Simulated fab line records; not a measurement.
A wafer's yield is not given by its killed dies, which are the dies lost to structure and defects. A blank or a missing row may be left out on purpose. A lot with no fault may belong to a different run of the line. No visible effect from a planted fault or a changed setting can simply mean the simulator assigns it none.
Lot-split experiment :: flow berkeley cmos170 :: 23 wafers read from 5 lots, route of 331 steps

== ON THE SPLIT ==
At UCB170_ACTIVE_COAT_08 (resist thk 900 nm), the setting resist thk nm was moved away from the recipe's 900 nm on 9 of the 23 wafers read, by -5.9% to +3.9%. The other wafers ran this setting at the recipe's value.

== FROM THE SPLIT TO THE READING: what the file shows between them, 3 steps ==
- UCB170_ACTIVE_PEB_11 (also split here: peb temp c)
- UCB170_ACTIVE_DEVELOP_12: develop time 45 s
- UCB170_ACTIVE_CD_MEAS_13: target cd 1200 nm

== THE READING ==
KrF_of_ACTIVE_COAT_08.thk nm (the simulator's own value, which no gauge read), in nm, at UCB170_ACTIVE_ETCH_15 (etches Si3N4 in CH3F/Ar/O2, stops on SiO2, target depth 242 nm, time 151 s). The file gives no usual value for it. Across the 14 wafers here that went through the recipe, the average is 725.4 nm and the standard deviation 2.4 nm.

wafer: L074.1
tool, chamber at the split: litho track-01, 0
resist thk nm as run, nm: 935.2
against the recipe: +3.9%
KrF_of_ACTIVE_COAT_08.thk nm, nm: 760.6
against lot-mates on the recipe: +32.3

wafer: L074.2
tool, chamber at the split: litho track-01, 0
resist thk nm as run, nm: 935.2
against the recipe: +3.9%
KrF_of_ACTIVE_COAT_08.thk nm, nm: 763.1
against lot-mates on the recipe: +34.8

wafer: L074.3
tool, chamber at the split: litho track-01, 0
resist thk nm as run, nm: 900
against the recipe: recipe
KrF_of_ACTIVE_COAT_08.thk nm, nm: 725.2
against lot-mates on the recipe: -

wafer: L074.4
tool, chamber at the split: litho track-01, 0
resist thk nm as run, nm: 900
against the recipe: recipe
KrF_of_ACTIVE_COAT_08.thk nm, nm: 728.3
against lot-mates on the recipe: -

wafer: L074.5
tool, chamber at the split: litho track-01, 0
resist thk nm as run, nm: 900
against the recipe: recipe
KrF_of_ACTIVE_COAT_08.thk nm, nm: 731.3
against lot-mates on the recipe: -

wafer: L076.1
tool, chamber at the split: litho track-01, 0
resist thk nm as run, nm: 900
against the recipe: recipe
KrF_of_ACTIVE_COAT_08.thk nm, nm: 725.8
against lot-mates on the recipe: -

wafer: L076.2
tool, chamber at the split: litho track-01, 0
resist thk nm as run, nm: 918.9
against the recipe: +2.1%
KrF_of_ACTIVE_COAT_08.thk nm, nm: 747.9
against lot-mates on the recipe: +21.4

wafer: L076.4
tool, chamber at the split: litho track-01, 0
resist thk nm as run, nm: 918.9
against the recipe: +2.1%
KrF_of_ACTIVE_COAT_08.thk nm, nm: 744.2
against lot-mates on the recipe: +17.7

wafer: L076.5
tool, chamber at the split: litho track-01, 0
resist thk nm as run, nm: 918.9
against the recipe: +2.1%
KrF_of_ACTIVE_COAT_08.thk nm, nm: 742.6
against lot-mates on the recipe: +16.1

wafer: L076.6
tool, chamber at the split: litho track-01, 0
resist thk nm as run, nm: 900
against the recipe: recipe
KrF_of_ACTIVE_COAT_08.thk nm, nm: 727.3
against lot-mates on the recipe: -

wafer: L080.1
tool, chamber at the split: litho track-04, 0
resist thk nm as run, nm: 900
against the recipe: recipe
KrF_of_ACTIVE_COAT_08.thk nm, nm: 724.5
against lot-mates on the recipe: -

wafer: L080.2
tool, chamber at the split: litho track-04, 0
resist thk nm as run, nm: 900
against the recipe: recipe
KrF_of_ACTIVE_COAT_08.thk nm, nm: 722
against lot-mates on the recipe: -

wafer: L080.6
tool, chamber at the split: litho track-04, 0
resist thk nm as run, nm: 900
against the recipe: recipe
KrF_of_ACTIVE_COAT_08.thk nm, nm: 723.4
against lot-mates on the recipe: -

wafer: L083.1
tool, chamber at the split: litho track-01, 0
resist thk nm as run, nm: 900
against the recipe: recipe
KrF_of_ACTIVE_COAT_08.thk nm, nm: 723.2
against lot-mates on the recipe: -

wafer: L083.2
tool, chamber at the split: litho track-01, 0
resist thk nm as run, nm: 919.5
against the recipe: +2.2%
KrF_of_ACTIVE_COAT_08.thk nm, nm: 743.3
against lot-mates on the recipe: +19.8

wafer: L083.3
tool, chamber at the split: litho track-01, 0
resist thk nm as run, nm: 900
against the recipe: recipe
KrF_of_ACTIVE_COAT_08.thk nm, nm: 725.4
against lot-mates on the recipe: -

wafer: L083.4
tool, chamber at the split: litho track-01, 0
resist thk nm as run, nm: 919.5
against the recipe: +2.2%
KrF_of_ACTIVE_COAT_08.thk nm, nm: 746.4
against lot-mates on the recipe: +22.9

wafer: L083.5
tool, chamber at the split: litho track-01, 0
resist thk nm as run, nm: 900
against the recipe: recipe
KrF_of_ACTIVE_COAT_08.thk nm, nm: 721.8
against lot-mates on the recipe: -

wafer: L084.1
tool, chamber at the split: litho track-04, 0
resist thk nm as run, nm: 900
against the recipe: recipe
KrF_of_ACTIVE_COAT_08.thk nm, nm: 724.5
against lot-mates on the recipe: -

wafer: L084.2
tool, chamber at the split: litho track-04, 0
resist thk nm as run, nm: 900
against the recipe: recipe
KrF_of_ACTIVE_COAT_08.thk nm, nm: 726.7
against lot-mates on the recipe: -

wafer: L084.4
tool, chamber at the split: litho track-04, 0
resist thk nm as run, nm: 846.5
against the recipe: -5.9%
KrF_of_ACTIVE_COAT_08.thk nm, nm: 672.9
against lot-mates on the recipe: -52.8

wafer: L084.5
tool, chamber at the split: litho track-04, 0
resist thk nm as run, nm: 900
against the recipe: recipe
KrF_of_ACTIVE_COAT_08.thk nm, nm: 725.9
against lot-mates on the recipe: -

wafer: L084.6
tool, chamber at the split: litho track-04, 0
resist thk nm as run, nm: 846.5
against the recipe: -5.9%
KrF_of_ACTIVE_COAT_08.thk nm, nm: 670.4
against lot-mates on the recipe: -55.3

FIT RESULTS
A straight line over all 23 wafers: KrF_of_ACTIVE_COAT_08.thk nm changes by +9.13 nm for each +1% of resist thk nm; r = +0.99; the points scatter about the line by 2.3 nm.
The same after taking each lot's own level away (the mean of its wafers on the recipe; 23 wafers): +8.99 nm for each +1%; r = +1.00; scatter 1.8 nm.
The reading moves by 53 nm for the largest change in resist thk nm, on that fit.
From 723.30 to 728.27 nm: that is the span of the lots' own levels, equal to 2.0 times the standard deviation above.
The two slopes are in agreement: the lot-to-lot level therefore moves the slope only a little.
Check: for one of the wafers moved furthest among these (-5.9%), held out of the fit, the line's prediction against its lot-mates is -54 nm. Against them it came out at -52.8 nm.

== OTHER SPLITS APPLIED TO THESE WAFERS ==
Other splits were also applied to these wafers ahead of the reading. Each is held against what the fit with the lots' levels taken away leaves over:
other split on the same wafers: UCB170_START_OXIDATION_02 ox time s
wafers away from the commonest value: 15
r with KrF_of_ACTIVE_COAT_08.thk nm (lot level and that fit taken away): -0.05

other split on the same wafers: UCB170_ZERO_STRIP_07 o2 flow sccm
wafers away from the commonest value: 4
r with KrF_of_ACTIVE_COAT_08.thk nm (lot level and that fit taken away): -0.02

other split on the same wafers: UCB170_NWELL_ETCH_13 time s
wafers away from the commonest value: 9
r with KrF_of_ACTIVE_COAT_08.thk nm (lot level and that fit taken away): -0.05

other split on the same wafers: UCB170_NWELL_IMPLANT_14 energy kev
wafers away from the commonest value: 7
r with KrF_of_ACTIVE_COAT_08.thk nm (lot level and that fit taken away): -0.18

other split on the same wafers: UCB170_PWELL_ETCH_14 time s
wafers away from the commonest value: 11
r with KrF_of_ACTIVE_COAT_08.thk nm (lot level and that fit taken away): +0.20

other split on the same wafers: UCB170_PWELL_IMPLANT_15 energy kev
wafers away from the commonest value: 7
r with KrF_of_ACTIVE_COAT_08.thk nm (lot level and that fit taken away): -0.20

other split on the same wafers: UCB170_ACTIVE_PEB_11 peb temp c
wafers away from the commonest value: 5
r with KrF_of_ACTIVE_COAT_08.thk nm (lot level and that fit taken away): -0.29

== THE WHOLE CHAIN: every reading that the file lists as answering this split, in the file's order ==
step: UCB170_ACTIVE_COAT_08
what it does: resist thk 900 nm
reading: KrF_of_ACTIVE_COAT_08.thk nm (the simulator's own value, which no gauge read)
change (the file's fit): +9.25 nm for each +1% of the setting
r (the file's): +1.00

step: UCB170_ACTIVE_ETCH_15
what it does: etches Si3N4 in CH3F/Ar/O2, stops on SiO2, target depth 242 nm, time 151 s
reading: KrF_of_ACTIVE_COAT_08.thk nm (the simulator's own value, which no gauge read)
change (the file's fit): +9 nm for each +1% of the setting
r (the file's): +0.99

step: UCB170_ACTIVE_STRIP_16
what it does: strips in O2
reading: strip time to endpoint s
change (the file's fit): withheld for each +1% of the setting
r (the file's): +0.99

== FILE'S OWN FIT ==
KrF_of_ACTIVE_COAT_08.thk nm changes by +9 nm for each +1% of resist thk nm, r = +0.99.
